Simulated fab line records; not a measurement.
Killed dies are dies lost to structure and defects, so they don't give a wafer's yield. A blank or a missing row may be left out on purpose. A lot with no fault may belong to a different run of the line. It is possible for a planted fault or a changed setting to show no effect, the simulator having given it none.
8D (eight disciplines) problem report, filled in by code / flow rit-cmos / the parts of the form that need people (team, actions taken, sign-off) are left out

## 1. PROBLEM STATEMENT
Wafers without a fault read 193.4 s, standard deviation 0.6; run-length-s at RIT_M1_METAL_ETCH_12 reads a mean of 127.0 s on 4 wafers belonging to 2 lots. That is -99 or more standard deviations from the usual mean.
The step: etches Al in Cl2/BCl3, stops on SiO2, time 165 s, target depth 600 nm.
Seen first at day 7 09:19 on rie-metal-01, wafer L282.1. At this step, 42 wafers from 14 lots have a number in the record. By rule, "out" or "out of limits" means more than 4 standard deviations away from the usual mean. All remaining wafers that have a number are taken as sound.

## 2. WHAT IT IS; WHAT IT IS NOT
question=which readings at this step | is=run-length-s, oes-product-au | is not=drypump-motor-current-A, throttle-valve-pct
question=which lots | is=L282, L285 | is not=L264, L265, L266, L268, L269, L272, L274, L275, L276, L277, L280, L287
question=which wafers of those lots | is=L282.1, L282.4, L285.1, L285.4 | is not=L282.2, L285.3
question=read on which tools | is=rie-metal-01 | is not=rie-metal-03, rie-metal-04
question=when | is=from day 7 09:19 | is not=up to then (34 sound wafers); but 4 sound wafers of L285, L287 came after

## 3. SUSPECTS, AND WHAT RULES EACH OUT
Counting: a tool at a process step up to the reading stays a suspect if it ran every lot that is out. Sound lots after the first of them don't rule it out here, since some wafers of a struck lot are sound.
- rie-metal-01 at RIT_M1_METAL_ETCH_12 (etches Al in Cl2/BCl3, stops on SiO2, time 165 s, target depth 600 nm): kept. Every lot that is out went through it, the first being L282 (day 7 09:19); the last sound lot it ran before that was L280 (day 6 17:17). Its own oes-product-au, run-length-s readings are out on those wafers.
- Within rie-metal-01 at RIT_M1_METAL_ETCH_12, the wafers that are out were processed in chamber 1 and their sound lot-mates in chamber 0.
After counting, what remains is rie-metal-01 at RIT_M1_METAL_ETCH_12.

## 4. THE CAUSE (what the simulator had put in)
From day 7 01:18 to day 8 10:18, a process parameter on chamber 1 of rie-metal-01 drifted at RIT_M1_METAL_ETCH_12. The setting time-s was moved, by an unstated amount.
This tool alone remained once counting was done.

## 5. SEQUENCE OF EFFECTS, ordered by route
One row per reading whose mean, taken over the struck wafers that have a number, lies over 3 standard deviations from the usual. Readings are gone through only where the record gives a usual standard deviation; hours: the median, over the lots, of the time from a lot's start at the first step in this table giving one to that lot's start at this step; sigmas: the change measured in usual standard deviations.
hours=0; step=RIT_M1_METAL_ETCH_12; reading=oes-product-au; usual=0.792 a.u.; on struck wafers=1.002; change=+0.210; sigmas=+15
hours=0; step=RIT_M1_METAL_ETCH_12; reading=run-length-s; usual=193.4 s; on struck wafers=127.0; change=-66.4; sigmas=-99 or more
hours=1; step=RIT_M1_CD_MEAS_90; reading=cd-nm; usual=2599.1 nm; on struck wafers=2608.0; change=+8.9; sigmas=+3.6
hours=4; step=RIT_M1_PROBE_99; reading=defect-limited-yield; usual=97.3 %; on struck wafers=0.0; change=-97.3; sigmas=-75
hours=4; step=RIT_M1_PROBE_99; reading=killed_at_M0_to_M3; usual=0.0; on struck wafers=258.8; change=+258.8; sigmas=+99 or more
hours=4; step=RIT_M1_PROBE_99; reading=killed-dies; usual=7; on struck wafers=264; change=+257; sigmas=+76
hours=4; step=RIT_M1_PROBE_99; reading=killed-on-rim; usual=1.9; on struck wafers=70.0; change=+68.1; sigmas=+49
hours=4; step=RIT_M1_PROBE_99; reading=sort_bin_5_function; usual=1.5 %; on struck wafers=99.0; change=+97.5; sigmas=+99 or more
hours=4; step=RIT_M1_PROBE_99; reading=sort-n-pass; usual=257; on struck wafers=0; change=-257; sigmas=-76
hours=4; step=RIT_M1_PROBE_99; reading=sort-yield-pct; usual=97.3 %; on struck wafers=0.0; change=-97.3; sigmas=-75
Process steps it contains:
- RIT_M1_METAL_ETCH_12: etches Al in Cl2/BCl3, stops on SiO2, time 165 s, target depth 600 nm.
- RIT_M1_PROBE_99

## 6. HOW IT WOULD HAVE BEEN CAUGHT EARLIER
In this record the first reading out of limits was taken at day 7 09:19, 8 hours after the fault began at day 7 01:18.
